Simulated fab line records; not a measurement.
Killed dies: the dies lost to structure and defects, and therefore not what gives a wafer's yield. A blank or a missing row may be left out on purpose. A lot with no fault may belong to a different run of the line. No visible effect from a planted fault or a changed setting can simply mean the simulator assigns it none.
Struck lot and sound lot, side by side    flow rit cmos    16 out of 202 route steps
Sound: these wafers, L199.1, L199.4, L199.6. Wafers L211.1, L211.3, L211.5 were the ones struck. At the end, the cause is stated.
At each step with rows: each side's tool, then ch and its chambers, then its first start. Under that, the readings that differ: sound wafers    struck wafers    difference of the means    sigmas: that difference in standard deviations of wafers without a fault.
alike: words and numbers the same on both sides, and readings whose means are apart by under 2 such deviations; not compared: readings that were withheld, readings missing a value for some wafer, numbers with overlapping values and no deviation given by the record, and bounds like >300 which may hide the same value.
Wherever a step has rows on one side only, a row that says differs or no value, or a row with sigmas, the two part there. Non-overlapping numbers with no deviation appear without sigmas and do not part them. Lack of a reading on every wafer of one side parts them only where that side has two or more wafers.

RIT_ACTIVE_BOW_MEAS_00:
  struck on film metro-01, day 4 13:00; sound on film metro-03, day 2 01:00
  alike: INCOMING_BOW
then, 1 step without rows for these wafers: RIT_ACTIVE_OXIDATION_01 (target thk 46.8 nm, ox time 3360 s).
RIT_ACTIVE_THK_MEAS_02:
  struck on film metro-02, day 4 15:24; sound on film metro-03, day 2 04:23
  alike: ACTIVE_OXIDE_THK
then, 1 step without rows for these wafers: RIT_ACTIVE_CVD_03 (deposits Si3N4 from SiH2Cl2/NH3, target thk 150 nm, time 1500 s).
RIT_ACTIVE_THK_MEAS_04:
  struck on film metro-01, day 4 17:09; sound on film metro-02, day 2 05:52
  alike: ACTIVE_NITRIDE_THK
then, 3 steps without rows for these wafers: RIT_ACTIVE_HMDS_05 (prime time 60 s); RIT_ACTIVE_COAT_06 (resist thk 1000 nm); RIT_ACTIVE_SOFTBAKE_07 (time 60 s).
RIT_ACTIVE_EXPOSE_08: exposes mask M1, target cd 1400 nm.
  sound on iline stepper-01 ch 0, day 2 06:36; struck on iline stepper-01 ch 0, day 4 17:40
reading               sound                 struck                difference  sigmas
exposure dose mJ cm2  227.26 227.51 227.26  225.05 225.08 225.32  -2.19       -10
  alike: mask
following that, these wafers have no rows for 1 step: RIT_ACTIVE_PEB_09.
RIT_ACTIVE_DEVELOP_10: develop time 50 s.
  sound: litho track-01 ch 0; struck: litho track-01 ch 0
  not compared: model.ACTIVE.cd nm
RIT_ACTIVE_CD_MEAS_11: target cd 1400 nm.
  struck on cd sem-01, day 4 18:04; sound on cd sem-01, day 2 07:00
  alike: cd nm
then, 1 step without rows for these wafers: RIT_ACTIVE_HARDBAKE_12 (time 60 s).
RIT_ACTIVE_ETCH_13: etches Si3N4 in SF6, stops on SiO2, time 210 s, target depth 210 nm.
  sound on rie diel-03 ch 1,2, day 2 07:16; struck on rie diel-04 ch 0,3, day 4 18:20
  alike: chamber pressure mTorr, drypump motor current A, oes product au, throttle valve pct
  not compared: rf hours counter h, model.ACTIVE.cd nm
RIT_ACTIVE_STRIP_14: strips in O2, time 180 s.
  sound on plasma asher-04 ch 0,1, day 2 07:25; struck on plasma asher-03 ch 0,1, day 4 18:28
  alike: chamber pressure mTorr, drypump motor current A
  not compared: rf hours counter h
RIT_M1_PROBE_99:
  struck on prober-02, day 6 15:13; sound on prober-01, day 4 10:20
  alike: killed at contacts, killed at front end, killed dies, killed open, killed short

WHERE THEY PART
RIT_ACTIVE_EXPOSE_08 only, going by this record. Later steps at which nothing parts them and some readings are alike: RIT_ACTIVE_CD_MEAS_11, RIT_ACTIVE_ETCH_13, RIT_ACTIVE_STRIP_14, RIT_M1_PROBE_99.

WHY: the cause the simulator had injected
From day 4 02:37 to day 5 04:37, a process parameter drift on iline stepper-01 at RIT_ACTIVE_EXPOSE_08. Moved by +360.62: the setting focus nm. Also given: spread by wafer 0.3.
